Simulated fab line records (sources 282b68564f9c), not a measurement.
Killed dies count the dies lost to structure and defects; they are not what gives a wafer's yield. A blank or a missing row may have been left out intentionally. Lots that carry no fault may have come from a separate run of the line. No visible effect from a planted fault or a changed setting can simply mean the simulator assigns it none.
A struck lot beside a sound one :: flow ritCmos :: 19 out of 202 route steps
Sound: wafers L586.4, L586.5, L586.6. Struck: wafers L591.2, L591.4, L591.6. Last of all comes the cause.
At each step with rows: each side's tool, then ch and its chambers, then its first start. Under that, the readings that differ: sound wafers :: struck wafers :: difference of the means :: sigmas: that difference in standard deviations of wafers without a fault.
alike: readings whose means differ by less than 2 such deviations, and words and numbers that are the same on both sides. not compared: withheld readings, readings that some wafer has no value for, bounds like >300 that may hide the same value, and numbers for which the record gives no deviation and whose values overlap.
A row with sigmas, a row that says differs or no value, or rows on one side alone: a step with any of these is where the two part. Non-overlapping numbers with no deviation appear without sigmas and do not part them. A reading that every wafer of one side lacks parts them only if that side has two wafers or more.

first, 1 step without rows for these wafers: RIT_GATE_CLEAN_04 (cleans in dHF, time 60 s).
RIT_FOX2_THK_MEAS_91:
  sound on filmMetro-03, day 3 04:45; struck on filmMetro-02, day 4 06:52
  alike: FIELD_OXIDE_LEFT_2_THK
then, 2 steps without rows for these wafers: RIT_GATE_OXIDATION_05 (target thk 3 nm, ox time 270 s); RIT_GATE_ANNEAL_06 (time 600 s).
RIT_GATE_THK_MEAS_07:
  sound on filmMetro-02, day 3 06:26; struck on filmMetro-02, day 4 08:15
  alike: GATE_OXIDE_THK
then, 1 step without rows for these wafers: RIT_GATE_CVD_08 (deposits poly-Si from SiH4, target thk 250 nm, time 2220 s).
RIT_GATE_THK_MEAS_09:
  sound on filmMetro-03, day 3 08:55; struck on filmMetro-04, day 4 09:55
  alike: GATE_POLY_THK
then, 5 steps without rows for these wafers: RIT_GATE_HMDS_10 (prime time 60 s); RIT_GATE_COAT_11 (resist thk 850 nm); RIT_GATE_SOFTBAKE_12 (time 60 s); RIT_GATE_EXPOSE_13 (exposes mask M6, target cd 150 nm); RIT_GATE_PEB_14.
RIT_GATE_DEVELOP_15: develop time 50 s.
  sound on lithoTrack-02 ch 0, day 3 09:00; struck on lithoTrack-03 ch 0, day 4 10:00
reading: developerTempC (C)
sound: 23.09 23.12 23.04
struck: 20.61 20.53 20.44
difference: -2.56
sigmas: -20
  alike: chillPlateTempC
RIT_GATE_CD_MEAS_16: target cd 150 nm.
  sound on cdSem-02, day 3 09:52; struck on cdSem-02, day 4 11:16
reading: cdNm (nm)
sound: 151.9 152.2 151.8
struck: 140.1 139.3 139.0
difference: -12.5
sigmas: -6
  not compared: hold
RIT_GATE_OVL_MEAS_17:
  sound on overlay-02, day 3 09:56; struck on overlay-01, day 4 16:03
reading: hold
sound: - - -
struck: awaitDispo/4.7h/release awaitDispo/4.7h/release awaitDispo/4.7h/release
difference: no value on the sound wafers
sigmas: 
  alike: GATE_OVL
then, 1 step without rows for these wafers: RIT_GATE_HARDBAKE_18 (time 60 s).
RIT_GATE_ETCH_19: etches poly-Si in SF6/CHF3/O2, stops on SiO2, time 165 s, target depth 312.5 nm.
  sound on rieSi-01 ch 0,1,3, day 3 10:07; struck on rieSi-02 ch 1,2,3, day 4 16:14
reading: model.GATE.cdNm (nm)
sound: 152 152.2 151.8
struck: 139.8 138.9 139.1
difference: -12.7
sigmas: 
  alike: CHF3_flow_sccm, O2_flow_sccm, chamberPressureMTorr, drypumpMotorCurrentA, heBacksideLeakSccm, oesProductAu, throttleValvePct
  not compared: rfHoursCounterH
RIT_GATE_STRIP_20: strips in O2, time 180 s.
  sound on plasmaAsher-03 ch 0,1, day 3 10:16; struck on plasmaAsher-02 ch 0,1, day 4 16:20
  alike: chamberPressureMTorr, drypumpMotorCurrentA
  not compared: rfHoursCounterH
RIT_M1_PROBE_99:
  sound on prober-02, day 4 06:18; struck on prober-01, day 5 23:48
  alike: killedAtFrontEnd, killedDies, killedOpen, killedShort

## WHERE THEY PART
At RIT_GATE_DEVELOP_15 first; at RIT_GATE_OVL_MEAS_17 last (within this record only). Later steps at which nothing parts them and some readings are alike: RIT_GATE_ETCH_19, RIT_GATE_STRIP_20, RIT_M1_PROBE_99.

WHY: whatever the simulator had introduced
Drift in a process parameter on lithoTrack-03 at RIT_GATE_DEVELOP_15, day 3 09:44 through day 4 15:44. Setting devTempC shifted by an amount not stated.
